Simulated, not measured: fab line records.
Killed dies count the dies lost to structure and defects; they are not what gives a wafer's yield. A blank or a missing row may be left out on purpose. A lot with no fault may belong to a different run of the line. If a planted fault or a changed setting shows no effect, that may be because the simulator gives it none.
Which tool was responsible?	flow berkeley-cmos170	14 lots with 42 wafers sampled at 3 steps, on a route of 331 steps

WHAT EACH GAUGE READ, for each wafer
UCB170_PLDD_TW_MEAS_11. Usual: PLDD_TW 1005, standard deviation 7.5.
lot	measured	on	PLDD_TW	flag
L937	day 7 17:01	film-metro-01	1012 1012 1006	
L938	day 8 01:33	film-metro-01	1013 1006 1011	
L941	day 8 10:35	film-metro-01	1010 1005 1010	
L939	day 8 10:52	film-metro-04	1001 1009 1009	
L942	day 8 10:58	film-metro-04	1086 1084 1085	OFF
L940	day 8 11:06	film-metro-04	1007 1005 1003	
L943	day 8 23:19	film-metro-01	1013 1011 1009	
L947	day 9 11:48	film-metro-04	1099 1095 1095	OFF
L951	day 10 06:19	film-metro-04	1014 1007 1009	
L950	day 10 06:33	film-metro-04	1013 1008 1013	
L952	day 11 04:40	film-metro-04	1005 1005 1002	
L955	day 11 04:57	film-metro-01	1011 1008 1011	
L959	day 12 12:13	film-metro-02	996 994 997	
L958	day 12 12:28	film-metro-01	1011 1015 1013	

UCB170_SDANNEAL_RS_MEAS_04: the measuring method here is four-point-probe. Usual: PLDD_RS 1033 ohm/sq, standard deviation 3.2.
lot	measured	on	PLDD_RS (ohm/sq)	flag
L937	day 8 10:23	film-metro-04	1034 1035 1038	
L938	day 8 14:29	film-metro-04	1033 1029 1029	
L941	day 9 00:47	film-metro-01	1029 1032 1031	
L939	day 9 01:05	film-metro-04	1030 1032 1032	
L942	day 9 01:33	film-metro-01	852 853 852	OFF
L940	day 9 01:17	film-metro-02	1028 1030 1030	
L943	day 9 15:13	film-metro-01	1030 1032 1032	
L947	day 10 01:32	film-metro-01	851 854 853	OFF
L951	day 10 21:54	film-metro-04	1037 1036 1036	
L950	day 10 21:56	film-metro-02	1025 1030 1030	
L952	day 11 20:23	film-metro-01	1035 1035 1035	
L955	day 11 19:39	film-metro-01	1035 1035 1037	
L959	day 13 00:52	film-metro-01	1039 1035 1034	
L958	day 13 02:12	film-metro-02	1031 1030 1032	

WHICH TOOL RAN EACH LOT (tool, then ch and the chambers of the sampled wafers, then the start)
lot	UCB170_PLDD_IMPLANT_08
L937	implanter-03 ch 0, day 7 16:37
L938	implanter-03 ch 0, day 8 01:09
L941	implanter-02 ch 0, day 8 10:11
L939	implanter-01 ch 0, day 8 10:30
L942	implanter-03 ch 0, day 8 10:32
L940	implanter-02 ch 0, day 8 10:42
L943	implanter-01 ch 0, day 8 22:55
L947	implanter-03 ch 0, day 9 11:25
L951	implanter-02 ch 0, day 10 05:55
L950	implanter-01 ch 0, day 10 06:09
L952	implanter-02 ch 0, day 11 04:17
L955	implanter-02 ch 0, day 11 04:33
L959	implanter-02 ch 0, day 12 11:50
L958	implanter-01 ch 0, day 12 12:04
- UCB170_PLDD_IMPLANT_08

AS READ BY THE TOOLS THEMSELVES (means over the sampled wafers that have a number; for cases with no such wafer, the mark the record gives instead)
UCB170_PLDD_IMPLANT_08. Usual: beam-on-s 9.97 s, standard deviation 0.21; dose-ions-cm2 5e+13, standard deviation 5.4e+10; faraday-current-uA 159, standard deviation 3.3.
lot	tool	beam-on-s (s)	dose-ions-cm2	faraday-current-uA	flag
L937	implanter-03	10.07	5e+13	158	
L938	implanter-03	10.21	5e+13	156	
L941	implanter-02	9.89	5e+13	161	
L939	implanter-01	9.93	5e+13	160	
L942	implanter-03	11.97	8e+13	206	OFF
L940	implanter-02	9.95	5e+13	159	
L943	implanter-01	9.97	5e+13	159	
L947	implanter-03	11.95	8e+13	206	OFF
L951	implanter-02	9.90	5e+13	160	
L950	implanter-01	10.35	5e+13	153	
L952	implanter-02	9.90	5e+13	160	
L955	implanter-02	10.09	5e+13	158	
L959	implanter-02	9.87	5e+13	161	
L958	implanter-01	9.91	5e+13	160	

THE ANSWER, worked out from the rows above alone
Rule: a lot counts as off when the mean over its wafers that have a number is more than 3 standard deviations away from the usual mean. Also off: a lot with no number at a reading for which 4 or more lots have one. Any other lot the step has rows for is counted as sound. The gauges are gone through in route order, then the tools' own readings, and for those a lot's mean is taken as printed above. The first step at which some lot is off is used, and at that step the reading that is off furthest; a lot without a number counts as furthest.
Off: L942, L947, at UCB170_PLDD_TW_MEAS_11 (PLDD_TW).
If a tool, at a process step before that reading, ran all the lots that are off and no sound lot after the first of them, it fits. Not tried: the gauges at UCB170_PLDD_TW_MEAS_11; whatever is off there is also off at UCB170_SDANNEAL_RS_MEAS_04, on other tools, and gauge error can't account for it. One candidate fits, namely implanter-03 at UCB170_PLDD_IMPLANT_08. Its last sound lot is L938 (day 8 01:09), its first lot that is off L942 (day 8 10:32): a fault that began between those two fits.
The tool's own readings at UCB170_PLDD_IMPLANT_08 bear it out: on the lots that are off they differ by more than 5 times the standard deviation of the sound lots' means. beam-on-s reads 11.96 s there against 10.00 s on the sound lots; dose-ions-cm2 reads 8e+13 there against 5e+13 on the sound lots; faraday-current-uA reads 206 there against 159 on the sound lots.

WHAT THE SIMULATOR HAD INSERTED
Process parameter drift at UCB170_PLDD_IMPLANT_08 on implanter-03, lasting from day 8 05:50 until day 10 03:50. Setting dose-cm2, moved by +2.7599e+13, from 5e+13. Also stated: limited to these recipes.
Shown lots that were struck: L942, L947. Same finding as the rule above.
